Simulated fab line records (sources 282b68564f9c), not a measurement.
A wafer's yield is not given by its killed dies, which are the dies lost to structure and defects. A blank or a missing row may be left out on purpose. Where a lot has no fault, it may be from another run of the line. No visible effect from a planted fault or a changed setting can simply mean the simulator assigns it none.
fab line records	flow rit_cmos
record lots=7	wafers=21	last_day=7
route steps=202 shown GATE@94 REOX@98 NLDD@103 M1@202
lots that met no fault: from a run of the same line without faults
start_h: hours from the record's first day to the start of the lot's first wafer shown	wait_h: hours since the lot's step before	" identical to the entry in the row above	L1.1+2: a single row standing in for several wafers	- value missing, or start not given	* or withheld: withheld	< > ~ a bound
route shown NAME@n: names a module that has steps shown in the file, with the first one's number in the route	usual: the fault-free wafers' mean and standard deviation	same: alike in all rows	chamber/n: place in a boat	sites: each site's reading	_std_site: their standard deviation	_edge_site: mean of outer sites minus mean of inner sites	radius_mm: how far each site lies from the wafer's centre	mask NAME#n: copy n	behind: the tool/chamber that last shaped the wafer	hold: what put the lot on hold/how long, in hours/how the hold closed	device: which transistor (n, p or np) failed to switch	end of line: the same wafers' tests at the end of the route	for a step that has no rows: nothing shown but its recipe	killed: dies that structure and defects cost at the first sort, which is not the same as the wafer's yield	map: the dies of a wafer, with x for killed, . for not killed, _ for no die there
set.NAME: the run value of the setting; set.NAME@STEP: its run value at that earlier step	model.NAME: the simulator's own value behind a step, which no gauge read
lots at some steps of the route; a table a step, a row a wafer
services: when a tool's chamber went out of use (start_h, in hours from the record's first day, below 0 if earlier), for how many hours, and the reason
## steps
# step RIT_GATE_HARDBAKE_18
# recipe resist=NOVOLAK	temp_c=140	time_s=60
# step RIT_GATE_ETCH_19
# recipe chemistry=SF6/CHF3/O2	time_s=165	SF6_flow_sccm=30	CHF3_flow_sccm=30	O2_flow_sccm=5	target=poly-Si	pressure_mtorr=40	rf_w=160	target_depth_a=3125	over_etch_frac=0.25	stop_on=SiO2
# usual drypump_motor_current_A=5.7/0.48	oes_product_au=0.850/0.013	throttle_valve_pct=10.20/0.12
lot.wafer	tool	chamber	start_h	wait_h	drypump_motor_current_A	oes_product_au	rf_hours_counter_h	throttle_valve_pct
L358.3	rie_si-01	0	43.77	0.1	5.0	0.851	3	10.04
L358.4	"	0	"	"	5.0	0.845	-	10.05
L358.5	"	1	"	"	5.5	0.851	-	10.16
L365.1	rie_si-02	1	78.80	0.1	6.0	0.869	119	10.06
L365.3	"	3	"	"	5.4	0.849	0	10.25
L365.4	"	0	"	"	6.2	0.868	145	10.26
L374.1	rie_si-01	1	122.87	0.1	5.5	0.852	34	10.17
L374.3	"	3	"	"	6.1	0.830	3	10.48
L374.5	"	1	"	"	5.5	0.852	-	10.16
L376.3	rie_si-01	2	137.50	0.1	6.1	0.842	101	10.18
L376.4	"	0	"	"	5.0	0.844	4	10.05
L376.5	"	2	"	"	6.2	0.838	-	10.18
L377.2	rie_si-02	1	138.65	0.1	6.1	0.865	119	10.04
L377.4	"	2	"	"	4.9	0.841	-	10.22
L377.6	"	1	"	"	6.0	0.855	-	10.04
L379.1	rie_si-02	1	151.55	0.1	6.0	0.867	120	10.07
L379.4	"	2	"	"	4.9	0.855	-	10.24
L379.5	"	3	"	"	5.4	0.848	-	10.25
L380.3	rie_si-01	0	158.70	0.1	5.0	0.848	4	10.03
L380.4	"	1	"	"	5.5	0.844	34	10.16
L380.5	"	0	"	"	5.0	0.840	-	10.04
# step RIT_GATE_STRIP_20
# recipe chemistry=O2	time_s=180	resist=NOVOLAK	platen_temp_c=withheld	power_w=500	pressure_mtorr=4000	o2_flow_sccm=4000
# usual drypump_motor_current_A=5.7/0.37
lot.wafer	tool	chamber	start_h	wait_h	drypump_motor_current_A	rf_hours_counter_h
L358.3	plasma_asher-03	0	43.94	0.1	5.9	-
L358.4	"	1	"	"	6.1	-
L358.5	"	0	"	"	5.9	-
L365.1	plasma_asher-01	1	78.91	0.1	6.0	44
L365.3	"	1	"	"	6.0	-
L365.4	"	0	"	"	5.2	-
L374.1	plasma_asher-01	1	122.98	0.1	6.0	49
L374.3	"	0	"	"	5.2	-
L374.5	"	0	"	"	5.2	-
L376.3	plasma_asher-03	0	137.67	0.1	5.9	-
L376.4	"	1	"	"	6.2	-
L376.5	"	1	"	"	6.2	-
L377.2	plasma_asher-03	0	138.76	0.1	5.9	2
L377.4	"	1	"	"	6.2	-
L377.6	"	1	"	"	6.2	-
L379.1	plasma_asher-02	0	151.66	0.1	5.8	38
L379.4	"	1	"	"	5.4	-
L379.5	"	0	"	"	5.8	-
L380.3	plasma_asher-01	0	158.87	0.1	5.2	-
L380.4	"	1	"	"	6.1	-
L380.5	"	0	"	"	5.2	-
# step RIT_GATE_CD_MEAS_90
# recipe target_cd_nm=150
# usual cd_nm=150/3
lot.wafer	tool	chamber	start_h	wait_h	cd_nm
L358.3	cd_sem-02	-	44.10	0.1	149
L358.4	"	-	"	"	150
L358.5	"	-	"	"	150
L365.1	cd_sem-02	-	79.08	0.1	155
L365.3	"	-	"	"	155
L365.4	"	-	"	"	156
L374.1	cd_sem-01	-	123.16	0.1	151
L374.3	"	-	"	"	149
L374.5	"	-	"	"	151
L376.3	cd_sem-01	-	137.82	0.1	151
L376.4	"	-	"	"	154
L376.5	"	-	"	"	152
L377.2	cd_sem-01	-	138.96	0.1	155
L377.4	"	-	"	"	157
L377.6	"	-	"	"	156
L379.1	cd_sem-01	-	151.84	0.1	150
L379.4	"	-	"	"	152
L379.5	"	-	"	"	151
L380.3	cd_sem-02	-	159.02	0.1	149
L380.4	"	-	"	"	148
L380.5	"	-	"	"	148
# step RIT_REOX_CLEAN_00
# recipe chemistry=SC1	mix=3:3:50	time_s=600	temp_c=75
# step RIT_REOX_CLEAN_01
# recipe chemistry=dHF	dilution=50:1	time_s=30
# step RIT_REOX_CLEAN_02
# recipe chemistry=SC2	mix=3:3:50	time_s=586.1	temp_c=75	dry=n2_spin
# step RIT_REOX_OXIDATION_03
# recipe temp_c=900	ambient=O2	target_thk_a=252	ox_time_s=5580
# step RIT_REOX_THK_MEAS_04
# recipe reads=SiO2_of_REOX_OXIDATION_03
# usual REOX_OXIDE_THK=25.1/0.46
lot.wafer	tool	chamber	start_h	wait_h	REOX_OXIDE_THK[nm]
L358.3	film_metro-01	-	47.18	0.0	25.6
L358.4	"	-	"	"	25.2
L358.5	"	-	"	"	25.8
L365.1	film_metro-04	-	82.74	0.0	24.6
L365.3	"	-	"	"	25.1
L365.4	"	-	"	"	25.3
L374.1	film_metro-01	-	127.16	0.0	25.1
L374.3	"	-	"	"	25.6
L374.5	"	-	"	"	25.3
L376.3	film_metro-01	-	141.31	0.0	24.7
L376.4	"	-	"	"	24.8
L376.5	"	-	"	"	24.8
L377.2	film_metro-03	-	144.10	0.0	25.6
L377.4	"	-	"	"	25.5
L377.6	"	-	"	"	25.3
L379.1	film_metro-01	-	155.46	0.0	24.9
L379.4	"	-	"	"	24.6
L379.5	"	-	"	"	24.5
L380.3	film_metro-01	-	162.22	0.0	24.5
L380.4	"	-	"	"	24.8
L380.5	"	-	"	"	25.1
# step RIT_NLDD_HMDS_00
# recipe prime_time_s=60	prime_temp_c=140
# step RIT_NLDD_COAT_01
# recipe resist=NOVOLAK	spin_rpm=3250	resist_thk_nm=1000
# step RIT_NLDD_SOFTBAKE_02
# recipe resist=NOVOLAK	temp_c=90	time_s=60
# step RIT_NLDD_EXPOSE_03
# recipe mask_id=M7	na=0.57	target_cd_nm=40700	dose_mj=250
# same na=0.57
lot.wafer	tool	chamber	start_h	wait_h	mask	model.NLDD.overlay_x_nm
L358.3+4+5	iline_stepper-01	0	47.83	0.2	M7#0	-3.548
L365.1+3+4	iline_stepper-01	0	83.37	0.2	M7#0	-0.5605
L374.1+3+5	iline_stepper-02	0	127.70	0.1	M7#0	1.514
L376.3+4+5	iline_stepper-01	0	141.97	0.2	M7#0	-301.6
L377.2+4+6	iline_stepper-01	0	144.62	0.1	M7#0	-299.9
L379.1+4+5	iline_stepper-01	0	156.10	0.2	M7#0	-298.9
L380.3+4+5	iline_stepper-02	0	162.94	0.3	M7#0	-2.258
# step RIT_NLDD_PEB_04
# recipe resist=NOVOLAK	temp_c=withheld	time_s=withheld
# step RIT_NLDD_DEVELOP_05
# recipe resist=NOVOLAK	develop_time_s=50	dev_temp_c=23
# step RIT_NLDD_OVL_MEAS_06
# usual NLDD_OVL=-0.2/1.6
lot.wafer	tool	chamber	start_h	wait_h	NLDD_OVL[nm]
L358.3	overlay-01	-	48.20	-	-2.5
L358.4	"	-	"	"	-1.5
L358.5	"	-	"	"	-0.5
L365.1	overlay-01	-	83.77	-	0.5
L365.3	"	-	"	"	0.8
L365.4	"	-	"	"	2.2
L374.1	overlay-02	-	128.10	-	-1.0
L374.3	"	-	"	"	-1.2
L374.5	"	-	"	"	-0.1
L376.3	overlay-02	-	142.34	-	-301.5
L376.4	"	-	"	"	-301.4
L376.5	"	-	"	"	-300.8
L377.2	overlay-01	-	145.01	-	-297.2
L377.4	"	-	"	"	-298.8
L377.6	"	-	"	"	-298.5
L379.1	overlay-02	-	156.50	-	-300.0
L379.4	"	-	"	"	-299.8
L379.5	"	-	"	"	-298.9
L380.3	overlay-02	-	163.32	-	-2.5
L380.4	"	-	"	"	-2.9
L380.5	"	-	"	"	-2.2
# step RIT_NLDD_HARDBAKE_07
# recipe resist=NOVOLAK	temp_c=140	time_s=60
# step RIT_M1_PROBE_99
# usual killed_at_contacts=0.0/0.22	killed_at_front_end=7/3.2	killed_dies=8/3.2	killed_open=3.7/2.1	killed_short=3.8/2.2
# same gross_dies=264	killed_at_M0_to_M3=0	killed_at_M4_up=0	killed_at_back_side=0	killed_at_other=0
lot.wafer	tool	chamber	start_h	wait_h	killed_at_contacts	killed_at_front_end	killed_dies	killed_open	killed_short	model.etest.nldd.width_nm	model.etest.nldd.line_ohm_um
L358.3	prober-02	-	63.72	0.2	0	12	12	6	6	3203	118.4
L358.4	prober-02	-	63.77	0.2	0	15	15	11	4	3179	117.8
L358.5	prober-02	-	63.82	0.2	0	8	8	5	3	3200	120.3
L365.1	prober-01	-	100.19	0.1	0	8	8	3	5	3204	111.7
L365.3	prober-01	-	100.29	0.2	0	6	6	3	3	3193	116
L365.4	prober-01	-	100.34	0.2	0	6	6	3	3	3195	116.6
L374.1	prober-02	-	143.71	0.1	0	8	8	4	4	3155	123.3
L374.3	prober-02	-	143.81	0.2	0	6	6	3	3	3156	124.8
L374.5	prober-02	-	143.91	0.2	0	8	8	4	4	3142	123
L376.3	prober-02	-	158.09	0.2	0	11	11	1	10	2962	120.6
L376.4	prober-02	-	158.14	0.2	0	7	7	3	4	2961	118.6
L376.5	prober-02	-	158.19	0.2	0	6	6	2	4	2952	120.4
L377.2	prober-01	-	161.08	0.1	0	3	3	2	1	2954	139
L377.4	prober-01	-	161.18	0.2	1	1	2	2	0	2988	137.8
L377.6	prober-01	-	161.28	0.2	0	3	3	1	2	2967	137.5
L379.1	prober-01	-	172.68	0.1	0	10	10	4	6	2963	127.1
L379.4	prober-01	-	172.83	0.2	0	8	8	6	2	2970	122.3
L379.5	prober-01	-	172.88	0.2	0	9	9	8	1	2971	123.2
L380.3	prober-02	-	179.31	0.2	0	13	13	6	7	3198	114.4
L380.4	prober-02	-	179.36	0.2	0	6	6	3	3	3176	119.8
L380.5	prober-02	-	179.41	0.2	0	9	9	3	6	3190	120.6
# killed by level:class
L358.3 GATE:geometric_particle:open=4 GATE:geometric_particle:short=3 REOX:geometric_particle:open=2 REOX:geometric_particle:short=2 SPACER:geometric_particle:short=1
L358.4 GATE:geometric_particle:open=7 REOX:geometric_particle:open=3 GATE:geometric_particle:short=2 FOX1:geometric_particle:short=1 FOX2:geometric_particle:open=1 SPACER:geometric_particle:short=1
L358.5 GATE:geometric_particle:open=2 FOX1:geometric_particle:open=1 FOX1:geometric_particle:short=1 GATE:geometric_particle:short=1 REOX:geometric_particle:open=1 SPACER:geometric_particle:open=1 SPACER:geometric_particle:short=1
L365.1 SILICIDE:geometric_particle:short=4 GATE:geometric_particle:open=2 GATE:geometric_particle:short=1 SPACER:geometric_particle:open=1
L365.3 SILICIDE:geometric_particle:open=2 FOX1:geometric_particle:short=1 GATE:geometric_particle:open=1 GATE:geometric_particle:short=1 SILICIDE:geometric_particle:short=1
L365.4 SILICIDE:geometric_particle:open=3 GATE:geometric_particle:short=1 SPACER:geometric_particle:short=1 SILICIDE:geometric_particle:short=1
L374.1 GATE:geometric_particle:open=3 GATE:geometric_particle:short=2 FOX1:geometric_particle:short=1 FOX2:geometric_particle:open=1 SPACER:geometric_particle:short=1
L374.3 GATE:geometric_particle:short=2 FOX2:geometric_particle:open=1 FOX2:geometric_particle:short=1 GATE:geometric_particle:open=1 SILICIDE:geometric_particle:open=1
L374.5 GATE:geometric_particle:open=2 GATE:geometric_particle:short=2 SILICIDE:geometric_particle:open=2 REOX:geometric_particle:short=1 SILICIDE:geometric_particle:short=1
L376.3 FOX2:geometric_particle:short=4 GATE:geometric_particle:short=3 REOX:geometric_particle:short=2 GATE:geometric_particle:open=1 SPACER:geometric_particle:short=1
L376.4 FOX2:geometric_particle:open=2 FOX2:geometric_particle:short=2 FOX1:geometric_particle:open=1 GATE:geometric_particle:short=1 SILICIDE:geometric_particle:short=1
L376.5 FOX2:geometric_particle:short=2 FOX1:geometric_particle:short=1 FOX1:geometric_particle:open=1 GATE:geometric_particle:short=1 SPACER:geometric_particle:open=1
L377.2 FOX1:geometric_particle:open=1 GATE:geometric_particle:open=1 SILICIDE:geometric_particle:short=1
L377.4 FOX1:geometric_particle:open=1 CONTACT:geometric_particle:open=1
L377.6 SILICIDE:geometric_particle:short=2 FOX1:geometric_particle:open=1
L379.1 GATE:geometric_particle:open=3 SPACER:geometric_particle:short=3 FOX2:geometric_particle:short=1 GATE:geometric_particle:short=1 SPACER:geometric_particle:open=1 SILICIDE:geometric_particle:short=1
L379.4 FOX2:geometric_particle:open=2 GATE:geometric_particle:short=2 REOX:geometric_particle:open=2 FOX1:geometric_particle:open=1 SPACER:geometric_particle:open=1
L379.5 GATE:geometric_particle:open=4 SILICIDE:geometric_particle:open=2 FOX1:geometric_particle:open=1 GATE:geometric_particle:short=1 SPACER:geometric_particle:open=1
L380.3 GATE:geometric_particle:short=4 REOX:geometric_particle:open=3 GATE:geometric_particle:open=1 REOX:geometric_particle:short=1 SPACER:geometric_particle:short=1 SPACER:geometric_particle:open=1 SILICIDE:geometric_particle:short=1 SILICIDE:geometric_particle:open=1
L380.4 GATE:geometric_particle:open=2 GATE:geometric_particle:short=1 SPACER:geometric_particle:short=1 SPACER:geometric_particle:open=1 SILICIDE:geometric_particle:short=1
L380.5 FOX1:geometric_particle:open=1 FOX1:geometric_particle:short=1 FOX2:geometric_particle:open=1 FOX2:geometric_particle:short=1 GATE:geometric_particle:short=1 GATE:geometric_particle:open=1 REOX:geometric_particle:short=1 SPACER:geometric_particle:short=1
## services
tool	chamber	start_h	hours	kind
rie_si-02	3	21.34	-	clean
rie_si-02	3	21.34	15.5	scheduled_down
rie_si-02	3	21.34	15.5	vent_cycle
iline_stepper-01	-	21.95	1.1	repair
plasma_asher-01	-	54.90	3.0	repair
rie_si-02	2	57.51	-	clean
rie_si-02	2	57.51	16.8	scheduled_down
rie_si-02	2	57.51	16.8	vent_cycle
rie_si-02	3	74.61	3.0	repair
plasma_asher-03	-	108.75	9.0	pm
plasma_asher-03	0	108.75	9.0	vent_cycle
plasma_asher-03	1	108.75	9.0	vent_cycle
plasma_asher-03	0	117.75	-	clean
plasma_asher-03	1	117.75	-	clean
rie_si-02	0	132.24	-	clean
rie_si-02	0	132.24	21.7	scheduled_down
rie_si-02	0	132.24	21.7	vent_cycle
plasma_asher-02	-	132.94	4.4	repair
## key
first_sign step=RIT_NLDD_OVL_MEAS_06	reading=NLDD_OVL	direction=down	sigmas=99+	usual=-0.2	struck=-299.7
effect none on later readings
model_effect step=RIT_NLDD_EXPOSE_03	value=NLDD.overlay_x_nm	without=-0.1208	struck=-300.1
model_effect step=RIT_M1_PROBE_99	value=etest.nldd.width_nm	without=3189	struck=2965
met_at RIT_NLDD_EXPOSE_03
struck_wafers L376.3,L376.4,L376.5,L377.2,L377.4,L377.6,L379.1,L379.4,L379.5
tester_left_out L376,L377,L379
onset_between 83.37 141.97
fault kind=scanner_matching_overlay	tool=iline_stepper-01	chamber=-	onset_h=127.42	steps=RIT_NLDD_EXPOSE_03	offset=-300
# tester_left_out: of these lots the tester's yield and bins aren't shown, on N5 and GAA mostly nor the transistor test; their killed dies are dies lost to structure and defects alone, not to doping, threshold or leakage, so they don't give the yield
